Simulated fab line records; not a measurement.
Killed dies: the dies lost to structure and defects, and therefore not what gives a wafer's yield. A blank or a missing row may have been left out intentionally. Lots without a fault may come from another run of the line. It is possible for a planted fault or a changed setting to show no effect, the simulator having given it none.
A single fault, viewed from 2 desks	flow berkeley-cmos170	what lay behind the numbers comes last; until then each desk has only its own

== TOOL OWNER'S DESK, furnace-04 ==
Per lot that ran on this tool, the mean of the sampled wafers carrying a number, from the tool's own readings at UCB170_WELLDRIVE_ANNEAL_03 (time 900 s). If a lot's mean is further than 4 standard deviations from the usual mean, the lot is out of limits and carries the mark OUT (the distance appears in the brackets).
Columns: A = spike-tc-load-C at UCB170_WELLDRIVE_ANNEAL_03, usual 1126.4 C; B = tube_center_temp_C_max at UCB170_WELLDRIVE_ANNEAL_03, usual 1102.9; C = zone-power-source-pct at UCB170_WELLDRIVE_ANNEAL_03, usual 52.1 %
lot	first seen here	A	B	C
L457	day 6 04:52	1127.8	1102.8	51.7
L465	day 7 21:17	1126.6	1103.3	51.8
L466	day 8 08:23	1126.7	1102.8	51.6
Finding of this desk: none of the 3 lots has anything out of limits.

== AT THE METROLOGY DESK ==
What the gauges read for every lot (on any tool): the sampled wafers with a number, averaged. If a lot's mean is further than 4 standard deviations from the usual mean, the lot is out of limits and carries the mark OUT (the distance appears in the brackets). Only the readings that lie furthest out on some lot appear, 7 of the 9 it has.
Columns: A = PWELL_OVL at UCB170_PWELL_OVL_MEAS_13, usual -2 nm; B = PWELL_TW at UCB170_PWELL_TW_MEAS_17, usual 375; C = WELLDRIVE_OXIDE_THK at UCB170_WELLDRIVE_THK_MEAS_02, usual 198 nm; D = ACTIVE_OXIDE_THK at UCB170_ACTIVE_THK_MEAS_03, usual 26.2 nm; E = ACTIVE_NITRIDE_THK at UCB170_ACTIVE_THK_MEAS_06, usual 219.9 nm; F = cd-nm at UCB170_ACTIVE_CD_MEAS_13, usual 1201.0 nm; G = cd-nm at UCB170_ACTIVE_CD_MEAS_90, usual 1200.9 nm
lot	first seen here	A	B	C	D	E	F	G
L456	day 5 02:20	3	384	194	26.5	219.9	1201.7	1201.5
L457	day 5 10:05	2	378	202	25.6	218.9	1200.4	1200.2
L465	day 7 00:07	-10	372	192	26.4	216.9	1200.7	1200.8
L466	day 7 10:07	-7	379	196	26.1	222.3	1199.6	1199.4
L468	day 7 17:39	6	384	202	27.4	221.3	1199.9	1200.1
L469	day 7 17:53	-1	373	201	25.5	221.1	1200.3	1200.1
Finding of this desk: none of the 6 lots has anything out of limits.

== PUT TOGETHER ==
Nothing out of limits was seen by the tool owner's desk.
The metrology desk saw nothing out of limits.

== WHAT THE SIMULATOR HAD PUT IN ==
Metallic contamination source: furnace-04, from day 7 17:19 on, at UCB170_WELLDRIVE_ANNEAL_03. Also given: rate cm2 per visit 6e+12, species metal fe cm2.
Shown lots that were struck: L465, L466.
